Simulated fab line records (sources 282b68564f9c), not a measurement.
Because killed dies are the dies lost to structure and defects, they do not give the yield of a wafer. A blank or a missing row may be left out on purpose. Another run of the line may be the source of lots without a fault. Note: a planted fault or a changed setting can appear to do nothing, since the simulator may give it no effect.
fab line records -- flow rit-cmos
[record] lots = 15, wafers = 45, last-day = 6
route steps=202 shown NRETRO@61
lots with no fault: from the same line, run without faults
start-h: hours from the record's first day to the start of the lot's first wafer shown -- wait-h: hours elapsed since this lot's preceding step -- " same as the row above -- L1.1+2: a row that stands for several wafers -- - either no value or no given start -- * or withheld: withheld -- < > ~ a bound
route shown NAME@n: a module of which the file shows steps, and the number in the route of the first -- usual: the fault-free wafers' mean and standard deviation -- same: alike in all rows -- chamber/n: place in a boat -- sites: the reading at each site -- _std_site: their standard deviation -- _edge_site: outer sites' mean less inner sites' -- radius-mm: for every site, how far away it sits from the centre of the wafer -- mask NAME#n: copy n -- behind: tool/chamber where the wafer was last shaped -- hold: cause of the lot's hold/its duration in hours/its outcome -- device: whichever transistor did not switch (one of n, p or np) -- end of line: tests run on the same wafers once the route is complete -- where a step has no rows: the recipe by itself -- killed: dies that structure and defects cost at the first sort, which is not the same as the wafer's yield -- map: a wafer's dies, marking killed ones x, the rest . and places with no die _
set.NAME: the setting that was run; set.NAME@STEP: the one run at that earlier step -- model.NAME: the simulator's own value behind a step, which no gauge read
steps of the route over a sample of lots; a table a step, a row a wafer
services: a tool's chamber out of use, with start hour (start-h, from the record's first day; less than 0 if before it), hours out, and reason
[[steps]]
[step RIT_NRETRO_IMPLANT_08]
[recipe] species = P, energy-kev = 70, dose-cm2 = 1e+13, tilt-deg = 7
[usual] dose-ions-cm2 = 9.996e+12/1.2e+10, faraday-current-uA = 31.7/0.64, tilt-deg = 6.999/0.02
lot.wafer,tool,chamber,start-h,wait-h,dose-ions-cm2,faraday-current-uA,tilt-deg
L284.1,implanter-03,0,29.81,0.2,1.0009e+13,31.3,7.017
L284.3,implanter-03,0,29.81,0.2,9.994e+12,31.1,7.013
L284.5,implanter-03,0,29.81,0.2,9.99e+12,32.1,7.022
L285.1,implanter-02,0,34.42,0.2,1.0006e+13,30.5,7.023
L285.2,implanter-02,0,34.42,0.2,1.001e+13,30.6,7.011
L285.4,implanter-02,0,34.42,0.2,9.998e+12,31.6,6.997
L286.3,implanter-02,0,40.81,0.2,9.995e+12,31.4,7.001
L286.5,implanter-02,0,40.81,0.2,9.996e+12,31.1,6.975
L286.6,implanter-02,0,40.81,0.2,1.0003e+13,31.9,6.978
L287.3,implanter-03,0,45.17,0.2,9.992e+12,32.1,6.996
L287.4,implanter-03,0,45.17,0.2,9.982e+12,31.3,7.016
L287.6,implanter-03,0,45.17,0.2,9.981e+12,30.5,6.964
L288.1,implanter-03,0,51.04,0.2,1.0007e+13,32.1,6.972
L288.2,implanter-03,0,51.04,0.2,1.0009e+13,32.8,6.986
L288.3,implanter-03,0,51.04,0.2,1.0002e+13,32.4,6.978
L290.4,implanter-01,0,60.20,0.2,9.968e+12,30.9,6.985
L290.5,implanter-01,0,60.20,0.2,9.991e+12,32.4,6.998
L290.6,implanter-01,0,60.20,0.2,9.993e+12,32.3,7.020
L291.1,implanter-02,0,65.51,0.2,9.989e+12,31.5,7.001
L291.3,implanter-02,0,65.51,0.2,9.993e+12,32.0,6.987
L291.6,implanter-02,0,65.51,0.2,1.0008e+13,31.5,7.010
L294.4,implanter-03,0,83.03,0.2,1.0011e+13,31.0,7.004
L294.5,implanter-03,0,83.03,0.2,1.0005e+13,31.8,6.996
L294.6,implanter-03,0,83.03,0.2,9.99e+12,31.5,7.026
L295.1,implanter-01,0,88.16,0.2,9.989e+12,31.5,6.994
L295.4,implanter-01,0,88.16,0.2,9.998e+12,31.4,7.015
L295.5,implanter-01,0,88.16,0.2,1e+13,31.3,7.026
L296.1,implanter-01,0,97.89,0.2,1.0034e+13,31.6,6.987
L296.2,implanter-01,0,97.89,0.2,1.0026e+13,32.6,6.989
L296.6,implanter-01,0,97.89,0.2,9.995e+12,31.7,7.020
L297.2,implanter-01,0,101.58,0.2,8.314e+12,26.3,6.976
L297.4,implanter-01,0,101.58,0.2,8.301e+12,26.6,6.989
L297.5,implanter-01,0,101.58,0.2,8.291e+12,25.9,6.997
L299.2,implanter-03,0,109.24,0.2,9.975e+12,30.3,7.006
L299.3,implanter-03,0,109.24,0.2,9.981e+12,32.0,6.971
L299.6,implanter-03,0,109.24,0.2,1.0009e+13,30.8,6.972
L301.2,implanter-01,0,116.54,0.2,8.285e+12,26.6,7.009
L301.3,implanter-01,0,116.54,0.2,8.288e+12,25.5,6.989
L301.4,implanter-01,0,116.54,0.2,8.278e+12,26.1,7.004
L302.2,implanter-01,0,121.45,0.2,8.292e+12,26.3,6.983
L302.4,implanter-01,0,121.45,0.2,8.297e+12,26.1,7.004
L302.6,implanter-01,0,121.45,0.2,8.303e+12,27.0,6.998
L303.1,implanter-02,0,124.42,0.2,9.983e+12,31.7,6.997
L303.2,implanter-02,0,124.42,0.2,1.0008e+13,30.8,6.989
L303.4,implanter-02,0,124.42,0.2,1.0002e+13,31.6,7.005
[step RIT_NRETRO_TW_MEAS_10]
[usual] NRETRO_TW = 1040/14
lot.wafer,tool,chamber,start-h,wait-h,NRETRO_TW
L284.1,film-metro-01,-,30.13,0.1,1030
L284.3,film-metro-01,-,30.13,0.1,1032
L284.5,film-metro-01,-,30.13,0.1,1029
L285.1,film-metro-02,-,34.75,0.1,1040
L285.2,film-metro-02,-,34.75,0.1,1035
L285.4,film-metro-02,-,34.75,0.1,1036
L286.3,film-metro-04,-,41.11,0.1,1046
L286.5,film-metro-04,-,41.11,0.1,1048
L286.6,film-metro-04,-,41.11,0.1,1041
L287.3,film-metro-02,-,45.46,0.1,1035
L287.4,film-metro-02,-,45.46,0.1,1039
L287.6,film-metro-02,-,45.46,0.1,1036
L288.1,film-metro-02,-,51.37,0.1,1038
L288.2,film-metro-02,-,51.37,0.1,1035
L288.3,film-metro-02,-,51.37,0.1,1040
L290.4,film-metro-01,-,60.48,0.1,1026
L290.5,film-metro-01,-,60.48,0.1,1030
L290.6,film-metro-01,-,60.48,0.1,1024
L291.1,film-metro-04,-,65.83,0.1,1062
L291.3,film-metro-04,-,65.83,0.1,1057
L291.6,film-metro-04,-,65.83,0.1,1055
L294.4,film-metro-01,-,83.31,0.1,1026
L294.5,film-metro-01,-,83.31,0.1,1034
L294.6,film-metro-01,-,83.31,0.1,1032
L295.1,film-metro-04,-,88.49,0.1,1068
L295.4,film-metro-04,-,88.49,0.1,1060
L295.5,film-metro-04,-,88.49,0.1,1064
L296.1,film-metro-01,-,98.21,0.1,1024
L296.2,film-metro-01,-,98.21,0.1,1022
L296.6,film-metro-01,-,98.21,0.1,1022
L297.2,film-metro-01,-,101.89,0.1,967
L297.4,film-metro-01,-,101.89,0.1,970
L297.5,film-metro-01,-,101.89,0.1,966
L299.2,film-metro-04,-,109.55,0.1,1055
L299.3,film-metro-04,-,109.55,0.1,1053
L299.6,film-metro-04,-,109.55,0.1,1058
L301.2,film-metro-04,-,116.85,0.1,1001
L301.3,film-metro-04,-,116.85,0.1,996
L301.4,film-metro-04,-,116.85,0.1,996
L302.2,film-metro-01,-,121.76,0.1,966
L302.4,film-metro-01,-,121.76,0.1,955
L302.6,film-metro-01,-,121.76,0.1,965
L303.1,film-metro-02,-,124.75,0.1,1042
L303.2,film-metro-02,-,124.75,0.1,1043
L303.4,film-metro-02,-,124.75,0.1,1047
[[services]]
tool,chamber,start-h,hours,kind
implanter-02,-,11.46,0.5,repair
implanter-02,-,30.09,2.3,repair
implanter-03,-,32.62,2.5,repair
implanter-02,-,43.46,4.7,pm
implanter-03,-,116.40,1.4,repair
implanter-02,-,119.19,3.6,repair
[[key]]
[first-sign] step = RIT_NRETRO_IMPLANT_08, reading = dose-ions-cm2, direction = down, sigmas = 99+, usual = 9.996e+12, struck = 8.294e+12
[effect] step = RIT_NRETRO_IMPLANT_08, reading = faraday-current-uA, direction = down, sigmas = 8.5, usual = 31.7, struck = 26.3
[effect] step = RIT_NRETRO_TW_MEAS_10, reading = NRETRO_TW, direction = down, sigmas = 4.7, usual = 1040, struck = 976
met-at RIT_NRETRO_IMPLANT_08
struck-lots L297,L301,L302
tester-left-out L297,L301,L302
onset-between 97.89 101.58
[fault] kind = process-parameter-drift, tool = implanter-01, chamber = -, onset-h = 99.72, steps = RIT_NRETRO_IMPLANT_08, channel = dose-cm2, offset = -1.7e+12, shape = step, end-h = 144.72, acts-in = these-recipes-only, stated = 1e+13
// tester-left-out: of these lots the tester's yield and bins aren't shown, on N5 and GAA mostly nor the transistor test; their killed dies are dies lost to structure and defects alone, not to doping, threshold or leakage, so they don't give the yield
